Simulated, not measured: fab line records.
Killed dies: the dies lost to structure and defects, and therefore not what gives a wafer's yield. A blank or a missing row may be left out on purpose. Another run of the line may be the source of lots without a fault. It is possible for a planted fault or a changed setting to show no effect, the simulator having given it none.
The tool behind it: which one? / flow berkeley cmos170 / 14 lots, 42 wafers sampled, at 4 steps of a route of 331

## WHAT THE GAUGES SHOWED, per wafer
UCB170_NWELL_THK_MEAS_05. Usual: NWELL_NITRIDE_THK typically reads 224.6 nm, with standard deviation 2.3.
lot=L996; measured=day 2 11:10; on=film metro-01; NWELL_NITRIDE_THK (nm)=226.4 226.7 225.9; flag=
lot=L997; measured=day 2 11:11; on=film metro-03; NWELL_NITRIDE_THK (nm)=223.9 223.8 226.2; flag=
lot=L998; measured=day 2 17:16; on=film metro-01; NWELL_NITRIDE_THK (nm)=225.2 225.8 224.2; flag=
lot=L101; measured=day 3 10:14; on=film metro-03; NWELL_NITRIDE_THK (nm)=223.7 225.8 223.3; flag=
lot=L102; measured=day 3 21:05; on=film metro-03; NWELL_NITRIDE_THK (nm)=224.2 223.6 225.3; flag=
lot=L104; measured=day 4 02:07; on=film metro-02; NWELL_NITRIDE_THK (nm)=225.5 223.6 223.8; flag=
lot=L106; measured=day 4 11:33; on=film metro-02; NWELL_NITRIDE_THK (nm)=226.2 225.8 225.5; flag=
lot=L107; measured=day 4 17:00; on=film metro-03; NWELL_NITRIDE_THK (nm)=226.5 224.8 227.1; flag=
lot=L108; measured=day 4 17:00; on=film metro-01; NWELL_NITRIDE_THK (nm)=224.8 227.2 228.0; flag=
lot=L109; measured=day 4 23:52; on=film metro-01; NWELL_NITRIDE_THK (nm)=223.4 219.7 223.3; flag=
lot=L110; measured=day 5 06:06; on=film metro-01; NWELL_NITRIDE_THK (nm)=229.7 227.4 229.3; flag=
lot=L111; measured=day 5 17:41; on=film metro-01; NWELL_NITRIDE_THK (nm)=226.9 226.4 227.0; flag=
lot=L113; measured=day 6 07:38; on=film metro-03; NWELL_NITRIDE_THK (nm)=223.1 223.7 225.1; flag=
lot=L118; measured=day 7 01:23; on=film metro-03; NWELL_NITRIDE_THK (nm)=221.9 221.9 220.0; flag=

UCB170_PWELL_TW_MEAS_17. Usual: PWELL_TW typically reads 383.0, with standard deviation 2.6.
lot=L996; measured=day 3 05:05; on=film metro-04; PWELL_TW=382.7 383.9 381.9; flag=
lot=L997; measured=day 3 04:53; on=film metro-01; PWELL_TW=386.8 385.8 385.5; flag=
lot=L998; measured=day 3 14:07; on=film metro-04; PWELL_TW=385.4 380.2 382.0; flag=
lot=L101; measured=day 4 04:42; on=film metro-03; PWELL_TW=383.0 382.3 381.0; flag=
lot=L102; measured=day 4 16:34; on=film metro-03; PWELL_TW=383.5 383.1 382.7; flag=
lot=L104; measured=day 4 21:26; on=film metro-04; PWELL_TW=382.8 382.1 381.6; flag=
lot=L106; measured=day 5 02:50; on=film metro-04; PWELL_TW=382.8 381.2 380.7; flag=
lot=L107; measured=day 5 14:01; on=film metro-03; PWELL_TW=380.2 383.5 380.6; flag=
lot=L108; measured=day 5 14:16; on=film metro-01; PWELL_TW=388.7 386.4 387.5; flag=
lot=L109; measured=day 5 22:34; on=film metro-01; PWELL_TW=386.6 385.6 387.9; flag=
lot=L110; measured=day 6 06:16; on=film metro-03; PWELL_TW=378.7 377.0 379.6; flag=
lot=L111; measured=day 6 10:44; on=film metro-03; PWELL_TW=379.5 379.1 379.5; flag=
lot=L113; measured=day 7 02:25; on=film metro-03; PWELL_TW=381.2 381.4 381.8; flag=
lot=L118; measured=day 8 03:19; on=film metro-03; PWELL_TW=381.9 382.8 381.1; flag=

UCB170_ACTIVE_OVL_MEAS_14. Usual: ACTIVE_OVL typically reads 0 nm, with standard deviation 5.6.
lot=L996; measured=day 4 06:16; on=overlay-02; ACTIVE_OVL (nm)=-9 -5 -5; flag=
lot=L997; measured=day 4 06:31; on=overlay-02; ACTIVE_OVL (nm)=-5 4 0; flag=
lot=L998; measured=day 4 13:59; on=overlay-01; ACTIVE_OVL (nm)=1 1 9; flag=
lot=L101; measured=day 5 08:05; on=overlay-02; ACTIVE_OVL (nm)=-5 -7 -9; flag=
lot=L102; measured=day 5 20:14; on=overlay-02; ACTIVE_OVL (nm)=6 12 8; flag=
lot=L104; measured=day 6 06:03; on=overlay-02; ACTIVE_OVL (nm)=0 -1 -3; flag=
lot=L106; measured=day 6 05:49; on=overlay-02; ACTIVE_OVL (nm)=-1 -6 -2; flag=
lot=L107; measured=day 6 17:56; on=overlay-01; ACTIVE_OVL (nm)=-1 -2 5; flag=
lot=L108; measured=day 6 18:10; on=overlay-02; ACTIVE_OVL (nm)=-8 -3 -8; flag=
lot=L109; measured=day 7 03:16; on=overlay-01; ACTIVE_OVL (nm)=2 -1 3; flag=
lot=L110; measured=day 7 12:07; on=overlay-01; ACTIVE_OVL (nm)=-2 -3 7; flag=
lot=L111; measured=day 8 00:30; on=overlay-02; ACTIVE_OVL (nm)=9 9 3; flag=
lot=L113; measured=day 8 10:38; on=overlay-01; ACTIVE_OVL (nm)=-13 -5 -6; flag=
lot=L118; measured=day 9 09:08; on=overlay-02; ACTIVE_OVL (nm)=4 7 7; flag=

## TOOL THAT RAN EACH LOT (tool first, then ch and the chambers of the sampled wafers, then the start)
lot=L996; UCB170_NWELL_HMDS_06=litho track-02 ch 0, day 2 11:28
lot=L997; UCB170_NWELL_HMDS_06=litho track-04 ch 0, day 2 11:24
lot=L998; UCB170_NWELL_HMDS_06=litho track-04 ch 0, day 2 17:20
lot=L101; UCB170_NWELL_HMDS_06=litho track-03 ch 0, day 3 10:26
lot=L102; UCB170_NWELL_HMDS_06=litho track-04 ch 0, day 3 21:10
lot=L104; UCB170_NWELL_HMDS_06=litho track-04 ch 0, day 4 02:11
lot=L106; UCB170_NWELL_HMDS_06=litho track-03 ch 0, day 4 11:53
lot=L107; UCB170_NWELL_HMDS_06=litho track-02 ch 0, day 4 17:14
lot=L108; UCB170_NWELL_HMDS_06=litho track-03 ch 0, day 4 17:04
lot=L109; UCB170_NWELL_HMDS_06=litho track-03 ch 0, day 5 00:12
lot=L110; UCB170_NWELL_HMDS_06=litho track-04 ch 0, day 5 06:11
lot=L111; UCB170_NWELL_HMDS_06=litho track-03 ch 0, day 5 17:44
lot=L113; UCB170_NWELL_HMDS_06=litho track-02 ch 0, day 6 07:44
lot=L118; UCB170_NWELL_HMDS_06=litho track-02 ch 0, day 7 01:39
- UCB170_NWELL_HMDS_06: prime time 60 s.

## AS READ BY THE TOOLS THEMSELVES (means over the sampled wafers that have a number; for cases with no such wafer, the mark the record gives instead)
UCB170_NWELL_HMDS_06. Usual: prime temp c at 99.98 C, with a standard deviation of 0.13.
lot=L996; tool=litho track-02; prime temp c (C)=99.99; flag=
lot=L997; tool=litho track-04; prime temp c (C)=100.08; flag=
lot=L998; tool=litho track-04; prime temp c (C)=99.90; flag=
lot=L101; tool=litho track-03; prime temp c (C)=100.08; flag=
lot=L102; tool=litho track-04; prime temp c (C)=100.03; flag=
lot=L104; tool=litho track-04; prime temp c (C)=100.04; flag=
lot=L106; tool=litho track-03; prime temp c (C)=99.92; flag=
lot=L107; tool=litho track-02; prime temp c (C)=100.14; flag=
lot=L108; tool=litho track-03; prime temp c (C)=99.98; flag=
lot=L109; tool=litho track-03; prime temp c (C)=94.54; flag=OFF
lot=L110; tool=litho track-04; prime temp c (C)=99.98; flag=
lot=L111; tool=litho track-03; prime temp c (C)=94.51; flag=OFF
lot=L113; tool=litho track-02; prime temp c (C)=99.91; flag=
lot=L118; tool=litho track-02; prime temp c (C)=99.94; flag=

## THE ANSWER, worked out from the rows above alone
Rule: take the mean of a lot's wafers that have a number; if it is more than 3 standard deviations from the usual mean, the lot is off. Also off: a lot with no number at a reading for which 4 or more lots have one. Where the step has rows for the other lots, those lots are counted as sound. The gauges are gone through in route order, then the tools' own readings, and for those a lot's mean is taken as printed above. The first step at which some lot is off is used, and at that step the reading that is off furthest; a lot without a number counts as furthest.
Off: L109, L111, at UCB170_NWELL_HMDS_06 (prime temp c).
If a tool, at that step or one of the process steps before it, ran each lot that is off and ran no sound lot following the first of them, it fits. One fits: litho track-03 at UCB170_NWELL_HMDS_06. Its last sound lot is L108 (day 4 17:04), its first lot that is off L109 (day 5 00:12): a fault that began between those two fits.
On the lots that are off, the tool's own readings at UCB170_NWELL_HMDS_06 differ by more than 5 times the standard deviation of the sound lots' means, which bears it out; prime temp c reads 94.53 C there versus 100.00 C on the sound lots.

## WHAT THE SIMULATOR HAD INSERTED
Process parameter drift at UCB170_NWELL_HMDS_06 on litho track-03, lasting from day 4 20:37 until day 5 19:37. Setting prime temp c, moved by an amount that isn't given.
Struck lots among those shown: L109, L111. Same finding as the rule above.
